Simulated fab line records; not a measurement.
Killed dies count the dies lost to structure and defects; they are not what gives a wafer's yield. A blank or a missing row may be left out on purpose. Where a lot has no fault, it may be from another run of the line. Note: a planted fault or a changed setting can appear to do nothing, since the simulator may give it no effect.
fab line records	flow rit-cmos
record lots=6	wafers=18	last-day=7
route steps=202 shown REOX@99 NLDD@103 PLDD@114 SPACER@125 NSD@131 M1@202
lots that met no fault: taken from a fault-free run of the same line
start-h: hours from the record's first day to the start of the lot's first wafer shown	wait-h: how many hours have passed since the lot's step before this one	" identical to the entry in the row above	L1.1+2: several wafers, shown together as one row	- no value present, or no start provided	* or withheld: withheld	< > ~ a bound
route shown NAME@n: names a module that has steps shown in the file, with the first one's number in the route	usual: mean and standard deviation over wafers with no fault	same: alike in all rows	chamber/n: place in a boat	sites: each site's reading	_std_site: the values' standard deviation	_edge_site: the outer-site mean with the inner-site mean subtracted	radius-mm: for every site, how far away it sits from the centre of the wafer	mask NAME#n: copy n	behind: the last tool/chamber to shape the wafer	hold: cause of the lot's hold/its duration in hours/its outcome	device: the n, p or np transistor that did not switch	end of line: the tests these same wafers got at the end of their route	a step with no rows: only its recipe	killed: at the first sort, the dies lost to defects and structure; wafer yield is something else	map: the dies of a wafer, with x for killed, . for not killed, _ for no die there
set.NAME: the setting that was run; set.NAME@STEP: the one run at that earlier step	model.NAME: the simulator's own value behind a step, which no gauge read
lots seen at some steps along the route; tables by step, rows by wafer
services: a tool's chamber out of use, with start hour (start-h, from the record's first day; less than 0 if before it), hours out, and reason
## steps
# step RIT_REOX_CLEAN_01
# recipe chemistry=dHF	dilution=50:1	time-s=30
# step RIT_REOX_CLEAN_02
# recipe chemistry=SC2	mix=3:3:50	time-s=600	temp-c=75	dry=n2-spin
# step RIT_REOX_OXIDATION_03
# recipe temp-c=900	ambient=O2	target-thk-a=252	ox-time-s=5580
# step RIT_REOX_THK_MEAS_04
# recipe reads=SiO2_of_REOX_OXIDATION_03
# usual REOX_OXIDE_THK=25.1/0.39
lot.wafer	tool	chamber	start-h	wait-h	REOX_OXIDE_THK[nm]
L838.1	film-metro-03	-	46.48	0.0	25.7
L838.4	"	-	"	"	25.3
L838.5	"	-	"	"	25.6
L842.2	film-metro-03	-	69.06	0.0	25.3
L842.4	"	-	"	"	25.4
L842.6	"	-	"	"	25.3
L847.2	film-metro-03	-	89.61	0.0	25.9
L847.5	"	-	"	"	25.5
L847.6	"	-	"	"	26.0
L848.1	film-metro-03	-	91.37	0.0	25.6
L848.2	"	-	"	"	25.3
L848.4	"	-	"	"	24.7
L859.2	film-metro-04	-	144.56	0.0	24.9
L859.4	"	-	"	"	25.2
L859.5	"	-	"	"	24.4
L860.1	film-metro-03	-	150.24	0.0	24.7
L860.3	"	-	"	"	24.6
L860.4	"	-	"	"	24.4
# step RIT_NLDD_HMDS_00
# recipe prime-time-s=60	prime-temp-c=140
# step RIT_NLDD_COAT_01
# recipe resist=NOVOLAK	spin-rpm=3250	resist-thk-nm=1000
# step RIT_NLDD_SOFTBAKE_02
# recipe resist=NOVOLAK	temp-c=90	time-s=60
# step RIT_NLDD_EXPOSE_03
# recipe mask-id=M7	na=0.57	target-cd-nm=40700	dose-mj=250
# step RIT_NLDD_PEB_04
# recipe resist=NOVOLAK	temp-c=withheld	time-s=withheld
# step RIT_NLDD_DEVELOP_05
# recipe resist=NOVOLAK	develop-time-s=50	dev-temp-c=23
# step RIT_NLDD_OVL_MEAS_06
# usual NLDD_OVL=1.4/1.4
lot.wafer	tool	chamber	start-h	wait-h	NLDD_OVL[nm]
L838.1	overlay-01	-	47.71	-	-0.4
L838.4	"	-	"	"	1.3
L838.5	"	-	"	"	-0.4
L842.2	overlay-01	-	69.97	-	2.0
L842.4	"	-	"	"	3.5
L842.6	"	-	"	"	3.6
L847.2	overlay-01	-	90.68	-	0.6
L847.5	"	-	"	"	1.3
L847.6	"	-	"	"	0.9
L848.1	overlay-01	-	92.50	-	2.5
L848.2	"	-	"	"	0.8
L848.4	"	-	"	"	2.0
L859.2	overlay-01	-	145.47	-	2.9
L859.4	"	-	"	"	1.6
L859.5	"	-	"	"	2.2
L860.1	overlay-01	-	151.30	-	4.1
L860.3	"	-	"	"	1.4
L860.4	"	-	"	"	2.6
# step RIT_NLDD_HARDBAKE_07
# recipe resist=NOVOLAK	temp-c=140	time-s=60
# step RIT_NLDD_IMPLANT_08
# recipe species=P	energy-kev=20	dose-cm2=5e+14	tilt-deg=7
# usual beam-energy-keV=20.000/0.006
lot.wafer	tool	chamber	start-h	wait-h	beam-energy-keV	model.implant.rp-nm	model.implant.drp-nm
L838.1	implanter-03	0	47.89	0.1	20.004	27.61	12.97
L838.4	"	0	"	"	20.012	27.61	12.97
L838.5	"	0	"	"	20.009	27.61	12.97
L842.2	implanter-02	0	70.18	0.1	20.004	27.97	12.97
L842.4	"	0	"	"	19.997	27.97	12.97
L842.6	"	0	"	"	19.998	27.97	12.97
L847.2	implanter-02	0	90.88	0.1	26.012	33.65	15.19
L847.5	"	0	"	"	26.005	33.65	15.19
L847.6	"	0	"	"	26.006	33.65	15.19
L848.1	implanter-02	0	92.69	0.1	25.998	34.09	15.19
L848.2	"	0	"	"	26.004	34.09	15.19
L848.4	"	0	"	"	25.997	34.09	15.19
L859.2	implanter-03	0	145.68	0.1	20.012	27.93	12.97
L859.4	"	0	"	"	20.014	27.93	12.97
L859.5	"	0	"	"	20.004	27.93	12.97
L860.1	implanter-03	0	151.48	0.1	19.999	27.71	12.97
L860.3	"	0	"	"	19.998	27.71	12.97
L860.4	"	0	"	"	19.993	27.71	12.97
# step RIT_NLDD_STRIP_09
# recipe chemistry=O2	time-s=180	resist=NOVOLAK	platen-temp-c=withheld	power-w=500	pressure-mtorr=4000	o2-flow-sccm=4000
# usual drypump-motor-current-A=5.8/0.65
lot.wafer	tool	chamber	start-h	wait-h	drypump-motor-current-A	rf-hours-counter-h
L838.1	plasma-asher-04	0	48.04	0.1	6.6	26
L838.4	"	1	"	"	5.7	-
L838.5	"	1	"	"	5.7	-
L842.2	plasma-asher-03	1	70.30	0.1	6.2	42
L842.4	"	1	"	"	6.2	-
L842.6	"	0	"	"	6.6	-
L847.2	plasma-asher-04	0	91.01	0.1	6.6	31
L847.5	"	0	"	"	6.6	-
L847.6	"	1	"	"	5.7	-
L848.1	plasma-asher-02	0	92.84	0.1	5.3	44
L848.2	"	1	"	"	5.0	44
L848.4	"	1	"	"	5.0	-
L859.2	plasma-asher-03	1	145.80	0.1	6.2	50
L859.4	"	0	"	"	6.6	-
L859.5	"	0	"	"	6.6	-
L860.1	plasma-asher-04	1	151.63	0.1	5.7	38
L860.3	"	0	"	"	6.6	-
L860.4	"	1	"	"	5.7	-
# step RIT_NLDD_TW_MEAS_10
# usual NLDD_TW=2498/29
lot.wafer	tool	chamber	start-h	wait-h	NLDD_TW
L838.1	film-metro-01	-	48.22	0.1	2465
L838.4	"	-	"	"	2490
L838.5	"	-	"	"	2485
L842.2	film-metro-01	-	70.49	0.1	2482
L842.4	"	-	"	"	2472
L842.6	"	-	"	"	2482
L847.2	film-metro-03	-	91.19	0.1	2657
L847.5	"	-	"	"	2667
L847.6	"	-	"	"	2658
L848.1	film-metro-01	-	93.01	0.1	2683
L848.2	"	-	"	"	2688
L848.4	"	-	"	"	2696
L859.2	film-metro-02	-	145.99	0.1	2536
L859.4	"	-	"	"	2541
L859.5	"	-	"	"	2558
L860.1	film-metro-03	-	151.81	0.1	2477
L860.3	"	-	"	"	2471
L860.4	"	-	"	"	2461
# step RIT_PLDD_HMDS_00
# recipe prime-time-s=60	prime-temp-c=140
# step RIT_PLDD_COAT_01
# recipe resist=NOVOLAK	spin-rpm=3250	resist-thk-nm=1000
# step RIT_PLDD_SOFTBAKE_02
# recipe resist=NOVOLAK	temp-c=90	time-s=60
# step RIT_PLDD_EXPOSE_03
# recipe mask-id=M8	na=0.57	target-cd-nm=40900	dose-mj=250
# step RIT_PLDD_PEB_04
# recipe resist=NOVOLAK	temp-c=withheld	time-s=withheld
# step RIT_PLDD_DEVELOP_05
# recipe resist=NOVOLAK	develop-time-s=50	dev-temp-c=23
# step RIT_PLDD_OVL_MEAS_06
# usual PLDD_OVL=0.7/1.4
lot.wafer	tool	chamber	start-h	wait-h	PLDD_OVL[nm]
L838.1	overlay-02	-	49.33	-	0.1
L838.4	"	-	"	"	3.3
L838.5	"	-	"	"	2.2
L842.2	overlay-02	-	71.58	-	1.4
L842.4	"	-	"	"	2.9
L842.6	"	-	"	"	1.6
L847.2	overlay-01	-	92.22	-	-0.6
L847.5	"	-	"	"	-0.7
L847.6	"	-	"	"	0.0
L848.1	overlay-01	-	93.92	-	3.7
L848.2	"	-	"	"	2.4
L848.4	"	-	"	"	4.3
L859.2	overlay-02	-	147.02	-	0.5
L859.4	"	-	"	"	0.0
L859.5	"	-	"	"	1.1
L860.1	overlay-01	-	152.72	-	0.3
L860.3	"	-	"	"	-0.7
L860.4	"	-	"	"	0.4
# step RIT_PLDD_HARDBAKE_07
# recipe resist=NOVOLAK	temp-c=140	time-s=60
# step RIT_PLDD_IMPLANT_08
# recipe species=BF2	energy-kev=20	dose-cm2=9e+14	tilt-deg=7
# step RIT_PLDD_STRIP_09
# recipe chemistry=O2	time-s=180	resist=NOVOLAK	platen-temp-c=withheld	power-w=500	pressure-mtorr=4000	o2-flow-sccm=4000
# usual drypump-motor-current-A=6.3/0.32
lot.wafer	tool	chamber	start-h	wait-h	drypump-motor-current-A	rf-hours-counter-h
L838.1	plasma-asher-04	1	49.67	0.1	5.7	26
L838.4	"	0	"	"	6.6	-
L838.5	"	0	"	"	6.6	-
L842.2	plasma-asher-01	1	72.02	0.1	6.4	42
L842.4	"	0	"	"	6.3	-
L842.6	"	1	"	"	6.4	-
L847.2	plasma-asher-04	0	92.55	0.1	6.6	31
L847.5	"	1	"	"	5.7	-
L847.6	"	0	"	"	6.6	-
L848.1	plasma-asher-01	0	94.26	0.1	6.3	45
L848.2	"	1	"	"	6.3	45
L848.4	"	1	"	"	6.3	-
L859.2	plasma-asher-04	0	147.35	0.1	6.6	37
L859.4	"	0	"	"	6.6	-
L859.5	"	1	"	"	5.7	-
L860.1	plasma-asher-03	1	153.06	0.1	6.2	51
L860.3	"	1	"	"	6.2	-
L860.4	"	0	"	"	6.6	-
# step RIT_PLDD_TW_MEAS_10
# usual PLDD_TW=2347/30
lot.wafer	tool	chamber	start-h	wait-h	PLDD_TW
L838.1	film-metro-02	-	49.84	0.1	2375
L838.4	"	-	"	"	2385
L838.5	"	-	"	"	2372
L842.2	film-metro-01	-	72.21	0.1	2348
L842.4	"	-	"	"	2355
L842.6	"	-	"	"	2353
L847.2	film-metro-03	-	92.74	0.1	2341
L847.5	"	-	"	"	2334
L847.6	"	-	"	"	2337
L848.1	film-metro-03	-	94.43	0.1	2336
L848.2	"	-	"	"	2330
L848.4	"	-	"	"	2337
L859.2	film-metro-01	-	147.53	0.1	2359
L859.4	"	-	"	"	2353
L859.5	"	-	"	"	2357
L860.1	film-metro-01	-	153.23	0.1	2340
L860.3	"	-	"	"	2343
L860.4	"	-	"	"	2349
# step RIT_SPACER_CLEAN_00
# recipe chemistry=SC1	mix=3:3:50	time-s=600	temp-c=75
# step RIT_SPACER_CLEAN_01
# recipe chemistry=dHF	dilution=50:1	time-s=30
# step RIT_SPACER_CLEAN_02
# recipe chemistry=SC2	mix=3:3:50	time-s=600	temp-c=75	dry=n2-spin
# step RIT_SPACER_CVD_03
# recipe material=Si3N4	target-thk-nm=250	temp-c=810	precursor=SiH2Cl2/NH3	time-s=3300	pressure-mtorr=300	sih2cl2-flow-sccm=60	nh3-flow-sccm=150
# step RIT_SPACER_THK_MEAS_04
# recipe reads=Si3N4_of_SPACER_CVD_03
# usual SPACER_NITRIDE_THK=249.8/2.1
lot.wafer	tool	chamber	start-h	wait-h	SPACER_NITRIDE_THK[nm]
L838.1	film-metro-03	-	52.18	0.0	251.1
L838.4	"	-	"	"	247.9
L838.5	"	-	"	"	246.2
L842.2	film-metro-04	-	74.55	0.0	247.0
L842.4	"	-	"	"	246.0
L842.6	"	-	"	"	246.6
L847.2	film-metro-03	-	95.16	0.0	249.1
L847.5	"	-	"	"	247.1
L847.6	"	-	"	"	249.0
L848.1	film-metro-03	-	96.78	0.0	249.3
L848.2	"	-	"	"	250.2
L848.4	"	-	"	"	248.3
L859.2	film-metro-04	-	149.89	0.0	251.8
L859.4	"	-	"	"	250.5
L859.5	"	-	"	"	252.7
L860.1	film-metro-03	-	155.61	0.0	249.2
L860.3	"	-	"	"	252.1
L860.4	"	-	"	"	248.8
# step RIT_SPACER_ETCHBACK_05
# recipe target-depth-a=2500	SF6_flow_sccm=30	CHF3_flow_sccm=30	target=Si3N4	chemistry=SF6/CHF3	pressure-mtorr=40	rf-w=250	time-s=240	stop-on=SiO2
# usual SF6_flow_sccm=30.01/0.085	drypump-motor-current-A=5.8/0.31	oes-product-au=0.842/0.014	throttle-valve-pct=10.23/0.17
lot.wafer	tool	chamber	start-h	wait-h	SF6_flow_sccm	drypump-motor-current-A	oes-product-au	rf-hours-counter-h	throttle-valve-pct
L838.1	rie-diel-02	3	52.24	0.1	29.89	6.0	0.832	16	10.00
L838.4	"	1	"	"	30.05	5.3	0.833	117	10.58
L838.5	"	1	"	"	30.06	5.4	0.836	-	10.58
L842.2	rie-diel-02	0	74.60	0.0	30.01	5.7	0.823	3	10.14
L842.4	"	1	"	"	30.02	5.3	0.828	117	10.58
L842.6	"	3	"	"	29.94	6.0	0.822	-	9.98
L847.2	rie-diel-04	1	95.21	0.0	30.05	5.8	0.843	2	10.24
L847.5	"	2	"	"	30.17	6.0	0.845	-	10.09
L847.6	"	1	"	"	30.03	5.8	0.834	-	10.22
L848.1	rie-diel-03	0	96.84	0.1	29.93	5.2	0.869	105	10.39
L848.2	"	3	"	"	30.07	6.3	0.849	0	10.36
L848.4	"	1	"	"	30.02	5.4	0.860	10	10.05
L859.2	rie-diel-04	1	149.94	0.0	29.91	5.9	0.838	3	10.22
L859.4	"	3	"	"	30.02	5.3	0.835	-	10.19
L859.5	"	1	"	"	29.90	5.9	0.838	-	10.24
L860.1	rie-diel-03	0	155.67	0.1	30.00	5.2	0.870	106	10.38
L860.3	"	1	"	"	30.19	5.3	0.865	11	10.04
L860.4	"	3	"	"	30.07	6.3	0.844	1	10.37
# step RIT_NSD_HMDS_00
# recipe prime-time-s=60	prime-temp-c=140
# step RIT_NSD_COAT_01
# recipe resist=NOVOLAK	spin-rpm=3250	resist-thk-nm=1000
# step RIT_NSD_SOFTBAKE_02
# recipe resist=NOVOLAK	temp-c=90	time-s=60
# step RIT_NSD_EXPOSE_03
# recipe mask-id=M9	na=0.57	target-cd-nm=40700	dose-mj=250
# step RIT_NSD_PEB_04
# recipe resist=NOVOLAK	temp-c=withheld	time-s=withheld
# step RIT_NSD_DEVELOP_05
# recipe resist=NOVOLAK	develop-time-s=50	dev-temp-c=23
# step RIT_NSD_OVL_MEAS_06
# usual NSD_OVL=-0.2/1.6
lot.wafer	tool	chamber	start-h	wait-h	NSD_OVL[nm]
L838.1	overlay-02	-	53.24	-	-1.5
L838.4	"	-	"	"	0.4
L838.5	"	-	"	"	-1.4
L842.2	overlay-02	-	75.73	-	-1.4
L842.4	"	-	"	"	-2.6
L842.6	"	-	"	"	-3.4
L847.2	overlay-02	-	96.34	-	1.3
L847.5	"	-	"	"	-1.1
L847.6	"	-	"	"	2.5
L848.1	overlay-02	-	97.99	-	0.8
L848.2	"	-	"	"	-2.2
L848.4	"	-	"	"	-0.8
L859.2	overlay-02	-	151.07	-	-1.0
L859.4	"	-	"	"	1.4
L859.5	"	-	"	"	-1.6
L860.1	overlay-02	-	156.79	-	-1.4
L860.3	"	-	"	"	-0.8
L860.4	"	-	"	"	-2.2
# step RIT_NSD_HARDBAKE_07
# recipe resist=NOVOLAK	temp-c=140	time-s=60
# step RIT_NSD_IMPLANT_08
# recipe species=P	energy-kev=25	dose-cm2=1e+15	tilt-deg=7
# step RIT_NSD_STRIP_09
# recipe chemistry=O2	time-s=180	resist=NOVOLAK	platen-temp-c=withheld	power-w=500	pressure-mtorr=4000	o2-flow-sccm=4000
# usual drypump-motor-current-A=5.9/0.6
lot.wafer	tool	chamber	start-h	wait-h	drypump-motor-current-A	rf-hours-counter-h
L838.1	plasma-asher-01	0	53.58	0.1	6.4	40
L838.4	"	0	"	"	6.4	-
L838.5	"	0	"	"	6.3	-
L842.2	plasma-asher-01	1	76.06	0.1	6.4	43
L842.4	"	0	"	"	6.3	-
L842.6	"	1	"	"	6.4	-
L847.2	plasma-asher-01	0	96.67	0.1	6.3	45
L847.5	"	0	"	"	6.3	-
L847.6	"	1	"	"	6.4	-
L848.1	plasma-asher-04	1	98.33	0.1	5.7	31
L848.2	"	0	"	"	6.6	31
L848.4	"	0	"	"	6.6	-
L859.2	plasma-asher-02	1	151.40	0.1	5.0	51
L859.4	"	0	"	"	5.3	-
L859.5	"	0	"	"	5.3	-
L860.1	plasma-asher-02	1	157.13	0.1	5.0	52
L860.3	"	0	"	"	5.3	-
L860.4	"	1	"	"	5.0	-
# step RIT_SDANNEAL_RS_MEAS_07
# recipe thk-meas-gauge=four-point-probe
# usual NLDD_RS=151.6/0.53
lot.wafer	tool	chamber	start-h	wait-h	NLDD_RS[ohm/sq]
L838.1	film-metro-01	-	56.08	0.1	150.8
L838.4	"	-	"	"	150.4
L838.5	"	-	"	"	150.7
L842.2	film-metro-02	-	79.02	0.1	151.7
L842.4	"	-	"	"	151.5
L842.6	"	-	"	"	152.5
L847.2	film-metro-03	-	99.38	0.1	146.9
L847.5	"	-	"	"	147.7
L847.6	"	-	"	"	147.3
L848.1	film-metro-01	-	100.80	0.1	146.5
L848.2	"	-	"	"	146.1
L848.4	"	-	"	"	146.3
L859.2	film-metro-02	-	154.00	0.1	151.6
L859.4	"	-	"	"	151.5
L859.5	"	-	"	"	151.3
L860.1	film-metro-03	-	159.69	0.1	151.6
L860.3	"	-	"	"	151.1
L860.4	"	-	"	"	151.3
# step RIT_M1_PROBE_99
# usual killed-at-front-end=7/3	killed-dies=8/3	killed-open=3.7/2	killed-short=3.8/2.1
# same gross-dies=264	killed_at_M0_to_M3=0	killed_at_M4_up=0	killed-at-back-side=0	killed-at-contacts=0	killed-at-other=0
lot.wafer	tool	chamber	start-h	wait-h	killed-at-front-end	killed-dies	killed-open	killed-short	model.etest.nldd.rs-ohm-sq	model.etest.nmos_0p15.r-on-ohm-um	model.etest.nldd.line-ohm-um	model.etest.nmos_0p3.off-log10-a-um	model.etest.nmos-turned.isub-log10-a-um	model.etest.diode-nplus-pwell.bv-v	model.etest.nmos_0p15.isub-log10-a-um	model.etest.diode-nplus-pwell.cj-ff-um2
L838.1	prober-01	-	64.45	0.1	6	6	1	5	391.6	1107	122.6	-12.93	-7.199	5.931	-6.894	2.079
L838.4	prober-01	-	64.60	0.2	2	2	0	2	383.2	1093	119.6	-12.81	-7.169	5.912	-6.933	2.07
L838.5	prober-01	-	64.65	0.2	8	8	6	2	389.4	1125	121.5	-13.03	-7.143	5.93	-6.977	2.072
L842.2	prober-01	-	86.18	0.1	4	4	1	3	378.4	1111	119.4	-13.11	-7.195	5.96	-6.94	2.059
L842.4	prober-01	-	86.28	0.2	3	3	2	1	378.6	1161	117.4	-13.1	-7.187	5.929	-6.964	2.087
L842.6	prober-01	-	86.38	0.2	5	5	2	2	386.1	1147	119.5	-13.02	-7.149	5.916	-7.072	2.077
L847.2	prober-02	-	106.47	0.1	7	7	4	3	298.6	1097	93.8	-13.28	-6.991	6.123	-6.908	2.045
L847.5	prober-02	-	106.62	0.2	10	10	6	4	295.4	1007	93.19	-13.21	-7.049	6.192	-6.856	1.997
L847.6	prober-02	-	106.67	0.2	10	10	3	7	300.3	1100	94.28	-12.96	-6.992	6.056	-6.797	2.038
L848.1	prober-01	-	108.67	0.1	6	6	2	4	290.1	1110	90.8	-13.3	-7.019	6.088	-7.01	2.034
L848.2	prober-01	-	108.72	0.1	13	13	7	6	286.5	1075	89.69	-13.15	-7.111	6.082	-6.865	2.022
L848.4	prober-01	-	108.82	0.2	4	4	1	3	279.7	1020	86.88	-13.29	-6.916	6.128	-6.836	1.977
L859.2	prober-02	-	161.03	0.1	4	4	2	2	373.3	1166	116.7	-12.87	-7.13	5.973	-6.967	2.075
L859.4	prober-02	-	161.13	0.2	3	3	1	2	376.7	1168	117.5	-12.76	-7.125	5.921	-6.94	2.081
L859.5	prober-02	-	161.18	0.2	3	3	1	2	363.2	1151	115.8	-12.85	-7.12	5.934	-7.013	2.087
L860.1	prober-01	-	166.93	0.1	6	6	4	2	373.2	1148	118.4	-13.02	-7.078	6.045	-7.04	2.047
L860.3	prober-01	-	167.03	0.2	10	10	5	5	369.5	1059	119.2	-13.01	-7.135	6.066	-6.973	2.026
L860.4	prober-01	-	167.08	0.2	7	7	4	3	367.9	1079	116.3	-12.89	-7.114	6.052	-6.93	2.048
# killed by level:class
L838.1 SPACER:geometric-particle:short=2 SILICIDE:geometric-particle:short=2 FOX1:geometric-particle:short=1 SPACER:geometric-particle:open=1
L838.4 FOX1:geometric-particle:short=1 REOX:geometric-particle:short=1
L838.5 FOX1:geometric-particle:open=2 GATE:geometric-particle:open=2 FOX2:geometric-particle:open=1 GATE:geometric-particle:short=1 REOX:geometric-particle:open=1 SPACER:geometric-particle:short=1
L842.2 SPACER:geometric-particle:short=2 ACTIVE:geometric-particle:open=1 FOX1:geometric-particle:short=1
L842.4 SPACER:geometric-particle:open=2 REOX:geometric-particle:short=1
L842.6 GATE:geometric-particle:open=2 FOX1:geometric-particle:short=1 SPACER:geometric-particle:short=1 NLDD:coat-microbubble-printed=1
L847.2 GATE:geometric-particle:open=3 GATE:geometric-particle:short=2 SPACER:geometric-particle:open=1 SPACER:geometric-particle:short=1
L847.5 GATE:geometric-particle:open=3 SPACER:geometric-particle:short=2 ACTIVE:geometric-particle:open=1 FOX1:geometric-particle:open=1 FOX2:geometric-particle:short=1 GATE:geometric-particle:short=1 SPACER:geometric-particle:open=1
L847.6 SPACER:geometric-particle:short=4 FOX2:geometric-particle:open=1 GATE:geometric-particle:short=1 REOX:geometric-particle:open=1 REOX:geometric-particle:short=1 SPACER:geometric-particle:open=1 SILICIDE:geometric-particle:short=1
L848.1 SILICIDE:geometric-particle:short=3 GATE:geometric-particle:short=1 REOX:geometric-particle:open=1 SILICIDE:geometric-particle:open=1
L848.2 FOX2:geometric-particle:open=2 GATE:geometric-particle:short=2 GATE:geometric-particle:open=2 SILICIDE:geometric-particle:open=2 SILICIDE:geometric-particle:short=2 FOX1:geometric-particle:short=1 REOX:geometric-particle:short=1 REOX:geometric-particle:open=1
L848.4 SPACER:geometric-particle:short=2 FOX1:geometric-particle:open=1 FOX2:geometric-particle:short=1
L859.2 FOX1:geometric-particle:short=1 GATE:geometric-particle:short=1 GATE:geometric-particle:open=1 SPACER:geometric-particle:open=1
L859.4 FOX1:geometric-particle:short=1 REOX:geometric-particle:open=1 SILICIDE:geometric-particle:short=1
L859.5 FOX1:geometric-particle:short=1 GATE:geometric-particle:open=1 GATE:geometric-particle:short=1
L860.1 FOX1:geometric-particle:short=1 FOX1:geometric-particle:open=1 FOX2:geometric-particle:open=1 GATE:geometric-particle:short=1 GATE:geometric-particle:open=1 SILICIDE:geometric-particle:open=1
L860.3 FOX1:geometric-particle:open=3 GATE:geometric-particle:short=3 SPACER:geometric-particle:open=2 FOX1:geometric-particle:short=1 SPACER:geometric-particle:short=1
L860.4 FOX2:geometric-particle:open=3 REOX:geometric-particle:short=2 ACTIVE:geometric-particle:open=1 FOX2:geometric-particle:short=1
## services
tool	chamber	start-h	hours	kind
rie-diel-04	1	33.26	12.4	repair
rie-diel-03	0	36.34	12.2	repair
plasma-asher-03	-	53.22	1.4	repair
implanter-02	-	61.10	4.6	pm
rie-diel-03	3	66.55	-	clean
rie-diel-03	3	66.55	23.9	scheduled-down
rie-diel-03	3	66.55	23.9	vent-cycle
rie-diel-02	-	69.61	0.8	repair
rie-diel-04	-	75.58	2.8	pm
rie-diel-03	-	82.63	1.3	repair
rie-diel-04	-	87.53	0.4	repair
rie-diel-03	-	92.45	0.4	repair
plasma-asher-01	-	108.75	9.0	pm
plasma-asher-01	0	108.75	9.0	vent-cycle
plasma-asher-01	1	108.75	9.0	vent-cycle
rie-diel-04	2	109.46	16.7	repair
rie-diel-02	2	111.94	8.3	repair
plasma-asher-03	-	116.76	2.8	pm
plasma-asher-01	0	117.75	-	clean
plasma-asher-01	1	117.75	-	clean
rie-diel-03	0	126.46	5.0	repair
rie-diel-03	2	130.14	9.4	repair
plasma-asher-02	-	147.75	0.7	repair
implanter-02	-	148.79	4.7	repair
## key
first-sign step=RIT_NLDD_IMPLANT_08	reading=beam-energy-keV	direction=up	sigmas=99+	usual=20.000	struck=26.004
effect step=RIT_NLDD_TW_MEAS_10	reading=NLDD_TW	direction=up	sigmas=6.1	usual=2498	struck=2675
effect step=RIT_SDANNEAL_RS_MEAS_07	reading=NLDD_RS	direction=down	sigmas=9.1	usual=151.6	struck=146.8
model-effect step=RIT_NLDD_IMPLANT_08	value=implant.rp-nm	without=28.37	struck=33.87
model-effect step=RIT_M1_PROBE_99	value=etest.nldd.rs-ohm-sq	without=374.9	struck=291.8
met-at RIT_NLDD_IMPLANT_08
struck-wafers L847.2,L847.5,L847.6,L848.1,L848.2,L848.4
tester-left-out L847,L848
onset-between 70.18 90.88
fault kind=process-parameter-drift	tool=implanter-02	chamber=-	onset-h=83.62	steps=RIT_NLDD_IMPLANT_08	channel=energy-kev	offset=6	shape=step	end-h=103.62	acts-in=these-recipes-only	stated=20
# tester-left-out: of these lots the tester's yield and bins aren't shown, on N5 and GAA mostly nor the transistor test; their killed dies are dies lost to structure and defects alone, not to doping, threshold or leakage, so they don't give the yield
